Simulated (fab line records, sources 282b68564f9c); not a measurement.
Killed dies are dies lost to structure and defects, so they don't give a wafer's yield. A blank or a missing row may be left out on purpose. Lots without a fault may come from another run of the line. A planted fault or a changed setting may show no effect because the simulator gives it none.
A struck lot beside a sound one | flow rit_cmos | 15 steps out of a route of 202
Sound: wafers L121.1, L121.3, L121.4. Struck: wafers L126.1, L126.3, L126.4. The cause comes at the end.
At each step with rows: each side's tool, then ch and its chambers, then its first start. Under that, the readings that differ: sound wafers | struck wafers | difference of the means | sigmas: that difference in standard deviations of wafers without a fault.
alike: readings whose means differ by less than 2 such deviations, and words and numbers that are the same on both sides. not compared: withheld readings, readings that some wafer has no value for, bounds like >300 that may hide the same value, and numbers for which the record gives no deviation and whose values overlap.
The two part at a step that has a row with sigmas, a row that says differs or no value, or rows on one side only. Numbers that don't overlap but have no deviation are shown without sigmas and don't part them. A reading that every wafer of one side lacks parts them only if that side has two wafers or more.

first, 4 steps without rows for these wafers: RIT_PLDD_SOFTBAKE_02 (time 60 s); RIT_PLDD_EXPOSE_03 (exposes mask M8, target cd 40900 nm); RIT_PLDD_PEB_04; RIT_PLDD_DEVELOP_05 (develop time 50 s).
RIT_PLDD_OVL_MEAS_06:
  sound on overlay-01, day 3 05:31; struck on overlay-01, day 4 05:23
  alike: PLDD_OVL
then, 2 steps without rows for these wafers: RIT_PLDD_HARDBAKE_07 (time 60 s); RIT_PLDD_IMPLANT_08.
RIT_PLDD_STRIP_09: strips in O2, time 180 s.
  sound on plasma_asher-04 ch 0,1, day 3 05:51; struck on plasma_asher-01 ch 0,1, day 4 05:43
  alike: drypump_motor_current_A
  not compared: rf_hours_counter_h
RIT_PLDD_TW_MEAS_10:
  sound on film_metro-01, day 3 06:02; struck on film_metro-01, day 4 05:54
  alike: PLDD_TW
then, 3 steps without rows for these wafers: RIT_SPACER_CLEAN_00 (cleans in SC1, time 600 s); RIT_SPACER_CLEAN_01 (cleans in dHF, time 30 s); RIT_SPACER_CLEAN_02 (cleans in SC2, time 600 s).
RIT_SPACER_CVD_03: deposits Si3N4 from SiH2Cl2/NH3, target thk 250 nm, time 3300 s.
  sound on lpcvd-02 ch 0, day 3 06:28; struck on lpcvd-02 ch 1, day 4 08:25
  alike: pressure_mtorr, zone_power_source_pct
RIT_SPACER_THK_MEAS_04:
  sound on film_metro-03, day 3 08:23; struck on film_metro-04, day 4 10:33
  reading                 | sound             | struck            | difference | sigmas
  SPACER_NITRIDE_THK (nm) | 247.1 248.1 247.5 | 496.9 498.2 497.3 | +249.9     | +99 or more
RIT_M1_PROBE_99:
  the record has rows for the sound wafers here (prober-01, day 3 20:28) and none for the struck ones

WHERE THEY PART
First at RIT_SPACER_THK_MEAS_04; last, within this record, at RIT_M1_PROBE_99.

WHY: what the simulator had put in
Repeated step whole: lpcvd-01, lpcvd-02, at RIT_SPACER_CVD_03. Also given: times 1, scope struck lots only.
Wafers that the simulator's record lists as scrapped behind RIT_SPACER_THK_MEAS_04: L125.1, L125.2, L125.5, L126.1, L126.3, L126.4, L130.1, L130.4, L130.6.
